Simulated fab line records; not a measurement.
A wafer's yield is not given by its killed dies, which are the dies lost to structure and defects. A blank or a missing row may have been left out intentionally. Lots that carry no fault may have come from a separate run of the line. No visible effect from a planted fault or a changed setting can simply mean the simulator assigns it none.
Which of the tools did it? :: flow rit cmos :: 13 lots, 39 wafers sampled, at 3 steps of a route of 202

WHAT THE GAUGES READ, wafer by wafer
RIT_M1_RS_MEAS_01: uses a four-point probe to measure. Usual: M1_AL_RS typically reads 0.0735 ohm/sq, with standard deviation 0.00066.
lot: L715
measured: day 3 22:22
on: film metro-02
M1_AL_RS (ohm/sq): 0.0731 0.0737 0.0733
flag: 

lot: L716
measured: day 4 00:15
on: film metro-02
M1_AL_RS (ohm/sq): 0.0743 0.0739 0.0742
flag: 

lot: L718
measured: day 4 18:47
on: film metro-01
M1_AL_RS (ohm/sq): 0.0732 0.0742 0.0733
flag: 

lot: L719
measured: day 4 19:10
on: film metro-02
M1_AL_RS (ohm/sq): 0.0732 0.0749 0.0740
flag: 

lot: L723
measured: day 5 14:40
on: film metro-01
M1_AL_RS (ohm/sq): 0.0744 0.0741 0.0745
flag: 

lot: L722
measured: day 5 17:07
on: film metro-02
M1_AL_RS (ohm/sq): 0.0721 0.0723 0.0724
flag: 

lot: L724
measured: day 5 18:54
on: film metro-03
M1_AL_RS (ohm/sq): 0.0731 0.0731 0.0738
flag: 

lot: L725
measured: day 5 21:57
on: film metro-02
M1_AL_RS (ohm/sq): 0.0742 0.0736 0.0737
flag: 

lot: L726
measured: day 6 04:04
on: film metro-03
M1_AL_RS (ohm/sq): 0.0736 0.0742 0.0738
flag: 

lot: L727
measured: day 6 07:53
on: film metro-03
M1_AL_RS (ohm/sq): 0.0728 0.0731 0.0740
flag: 

lot: L731
measured: day 7 05:38
on: film metro-01
M1_AL_RS (ohm/sq): 0.0743 0.0745 0.0742
flag: 

lot: L733
measured: day 7 16:59
on: film metro-02
M1_AL_RS (ohm/sq): 0.0655 0.0732 0.0658 0.0657 0.0732 0.0656
flag: OFF

lot: L736
measured: day 8 09:56
on: film metro-02
M1_AL_RS (ohm/sq): 0.0730 0.0733 0.0730
flag: 

RIT_M1_THK_MEAS_02: measures by xrf. Usual: M1_AL_THK typically reads 399 nm, with standard deviation 3.7.
lot: L715
measured: day 3 22:29
on: film metro-02
M1_AL_THK (nm): 404 399 401
flag: 

lot: L716
measured: day 4 00:22
on: film metro-02
M1_AL_THK (nm): 393 393 394
flag: 

lot: L718
measured: day 4 18:55
on: film metro-01
M1_AL_THK (nm): 403 399 404
flag: 

lot: L719
measured: day 4 19:16
on: film metro-02
M1_AL_THK (nm): 399 391 395
flag: 

lot: L723
measured: day 5 14:47
on: film metro-01
M1_AL_THK (nm): 398 400 398
flag: 

lot: L722
measured: day 5 17:13
on: film metro-02
M1_AL_THK (nm): 408 405 403
flag: 

lot: L724
measured: day 5 19:01
on: film metro-03
M1_AL_THK (nm): 397 399 394
flag: 

lot: L725
measured: day 5 22:04
on: film metro-02
M1_AL_THK (nm): 395 399 398
flag: 

lot: L726
measured: day 6 04:11
on: film metro-03
M1_AL_THK (nm): 395 391 393
flag: 

lot: L727
measured: day 6 08:00
on: film metro-03
M1_AL_THK (nm): 402 399 395
flag: 

lot: L731
measured: day 7 05:45
on: film metro-01
M1_AL_THK (nm): 398 398 400
flag: 

lot: L733
measured: day 7 20:25
on: film metro-02
M1_AL_THK (nm): 445 402 443 445 400 445
flag: OFF

lot: L736
measured: day 8 10:03
on: film metro-02
M1_AL_THK (nm): 398 395 400
flag: 

EACH LOT AND THE TOOL THAT RAN IT (in order: tool; ch and the chambers of the sampled wafers; start)
lot: L715
RIT_M1_SPUTTER_00: pvd sputter-02, day 3 22:05

lot: L716
RIT_M1_SPUTTER_00: pvd sputter-01, day 3 23:58

lot: L718
RIT_M1_SPUTTER_00: pvd sputter-02, day 4 18:30

lot: L719
RIT_M1_SPUTTER_00: pvd sputter-01, day 4 18:51

lot: L723
RIT_M1_SPUTTER_00: pvd sputter-01, day 5 14:22

lot: L722
RIT_M1_SPUTTER_00: pvd sputter-02, day 5 16:47

lot: L724
RIT_M1_SPUTTER_00: pvd sputter-03, day 5 18:35

lot: L725
RIT_M1_SPUTTER_00: pvd sputter-02, day 5 21:38

lot: L726
RIT_M1_SPUTTER_00: pvd sputter-01, day 6 03:45

lot: L727
RIT_M1_SPUTTER_00: pvd sputter-02, day 6 07:34

lot: L731
RIT_M1_SPUTTER_00: pvd sputter-02, day 7 05:20

lot: L733
RIT_M1_SPUTTER_00: pvd sputter-02, day 7 16:41

lot: L736
RIT_M1_SPUTTER_00: pvd sputter-03, day 8 09:38
- RIT_M1_SPUTTER_00: material Al, target thk 400 nm, time 500 s.

AS READ BY THE TOOLS THEMSELVES (means over the sampled wafers that have a number; for cases with no such wafer, the mark the record gives instead)
RIT_M1_SPUTTER_00. Usual: throttle valve pct reads 30.3 % (standard deviation 0.74).
lot: L715
tool: pvd sputter-02
throttle valve pct (%): 30.8
flag: 

lot: L716
tool: pvd sputter-01
throttle valve pct (%): 30.0
flag: 

lot: L718
tool: pvd sputter-02
throttle valve pct (%): 30.8
flag: 

lot: L719
tool: pvd sputter-01
throttle valve pct (%): 30.2
flag: 

lot: L723
tool: pvd sputter-01
throttle valve pct (%): 29.9
flag: 

lot: L722
tool: pvd sputter-02
throttle valve pct (%): 29.8
flag: 

lot: L724
tool: pvd sputter-03
throttle valve pct (%): 30.6
flag: 

lot: L725
tool: pvd sputter-02
throttle valve pct (%): 30.8
flag: 

lot: L726
tool: pvd sputter-01
throttle valve pct (%): 30.1
flag: 

lot: L727
tool: pvd sputter-02
throttle valve pct (%): 30.5
flag: 

lot: L731
tool: pvd sputter-02
throttle valve pct (%): 30.8
flag: 

lot: L733
tool: pvd sputter-02
throttle valve pct (%): 29.9
flag: 

lot: L736
tool: pvd sputter-03
throttle valve pct (%): 29.6
flag: 

THE ANSWER, worked out from the rows above alone
Rule: lot off if the mean of its wafers having a number is beyond 3 standard deviations from the usual mean. Also off: a lot with no number at a reading for which 4 or more lots have one. The other lots that the step has rows for count as sound. Order of review: gauges by route order, followed by the tools' own readings, for which a lot's mean as printed above is used. At the first step where some lot is off, the reading lying furthest off is the one used; lots without a number count as furthest.
Off: at RIT_M1_RS_MEAS_01 (M1_AL_RS), L733.
A tool fits if, at a process step before that reading, it ran every lot that is off, and no sound lot after the first of them. Gauges at RIT_M1_RS_MEAS_01: tried the same way as those tools. One fits: RIT_M1_SPUTTER_00 on pvd sputter-02. Its last sound lot is L731 (day 7 05:20), its first lot that is off L733 (day 7 16:41): a fault that began between those two fits.

WHAT THE SIMULATOR PUT IN
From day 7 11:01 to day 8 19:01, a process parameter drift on pvd sputter-02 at RIT_M1_SPUTTER_00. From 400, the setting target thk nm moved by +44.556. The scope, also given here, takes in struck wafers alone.
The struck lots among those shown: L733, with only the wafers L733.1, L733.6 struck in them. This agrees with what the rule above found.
